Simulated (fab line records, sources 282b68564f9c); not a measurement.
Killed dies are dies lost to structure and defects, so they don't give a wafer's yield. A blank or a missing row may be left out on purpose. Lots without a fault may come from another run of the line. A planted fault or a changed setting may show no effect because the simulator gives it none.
A struck lot beside a sound one | flow rit_cmos | 15 steps out of a route of 202
Sound: wafers L692.3, L692.4, L692.5. Struck: wafer L700.6. The cause comes at the end.
At each step with rows: each side's tool, then ch and its chambers, then its first start. Under that, the readings that differ: sound wafers | struck wafers | difference of the means | sigmas: that difference in standard deviations of wafers without a fault.
alike: readings whose means differ by less than 2 such deviations, and words and numbers that are the same on both sides. not compared: withheld readings, readings that some wafer has no value for, bounds like >300 that may hide the same value, and numbers for which the record gives no deviation and whose values overlap.
The two part at a step that has a row with sigmas, a row that says differs or no value, or rows on one side only. Numbers that don't overlap but have no deviation are shown without sigmas and don't part them. A reading that every wafer of one side lacks parts them only if that side has two wafers or more.

first, 1 step without rows for these wafers: RIT_SILICIDE_WET_ETCH_00 (etches SiO2 in BOE, target depth 14 nm, time 15 s).
RIT_SILICIDE_SPUTTER_01: material Ti, target thk 30 nm, time 240 s.
  sound on pvd_sputter-01, day 3 12:11; struck on pvd_sputter-04, day 5 01:35
  alike: chamber_pressure_pa, throttle_valve_pct
RIT_SILICIDE_RS_MEAS_02: measures by four-point-probe.
  sound on film_metro-01, day 3 12:23; struck on film_metro-02, day 5 01:45
  alike: SILICIDE_TI_RS
RIT_SILICIDE_THK_MEAS_03: measures by xrf.
  sound on film_metro-01, day 3 12:29; struck on film_metro-02, day 5 01:49
  alike: SILICIDE_TI_THK
RIT_SILICIDE_RTA_04: time 10 s, ramp up 5 s, ramp down 5 s.
  sound on rtp_anneal-02 ch 0, day 3 12:32; struck on rtp_anneal-02 ch 0, day 5 01:53
  alike: wafer_temp_C_max
then, 1 step without rows for these wafers: RIT_SILICIDE_WET_ETCH_05 (etches Ti in SPM, time 120 s).
RIT_SILICIDE_RTA_06: time 10 s, ramp up 5 s, ramp down 10 s.
  sound on rtp_anneal-01 ch 0, day 3 12:39; struck on rtp_anneal-01 ch 0, day 5 02:00
  alike: wafer_temp_C_max
RIT_CONTACT_CVD_00: deposits SiO2 from TEOS, target thk 400 nm, time 61 s.
  sound on pecvd-04 ch 1,2, day 3 12:41; struck on pecvd-01 ch 0, day 5 02:02
  alike: heater_power_w
RIT_CONTACT_THK_MEAS_01:
  sound on film_metro-04, day 3 12:46; struck on film_metro-03, day 5 02:07
  alike: CONTACT_TEOS_THK
then, 3 steps without rows for these wafers: RIT_CONTACT_HMDS_02 (prime time 60 s); RIT_CONTACT_COAT_03 (resist thk 1009 nm); RIT_CONTACT_SOFTBAKE_04 (time 60 s).
RIT_CONTACT_EXPOSE_05: exposes mask M11, target cd 1000 nm.
  sound on iline_stepper-01 ch 0, day 3 13:17; struck on iline_stepper-01 ch 0, day 5 02:40
  reading              | sound                | struck | difference | sigmas
  exposure_dose_mJ_cm2 | 250.90 250.77 250.53 | 249.30 | -1.43      | -6
  alike: mask, focus_offset_nm
then, 1 step without rows for these wafers: RIT_CONTACT_PEB_06.
RIT_M1_PROBE_99:
  sound on prober-02, day 3 19:20; struck on prober-02, day 5 08:40
  alike: killed_at_front_end, killed_dies, killed_open, killed_short

WHERE THEY PART
Only at RIT_CONTACT_EXPOSE_05, within this record. Later steps at which nothing parts them and some readings are alike: RIT_M1_PROBE_99.

WHY: what the simulator had put in
Process parameter drift: iline_stepper-01, from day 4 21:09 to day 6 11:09, at RIT_CONTACT_EXPOSE_05. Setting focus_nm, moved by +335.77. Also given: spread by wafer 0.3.
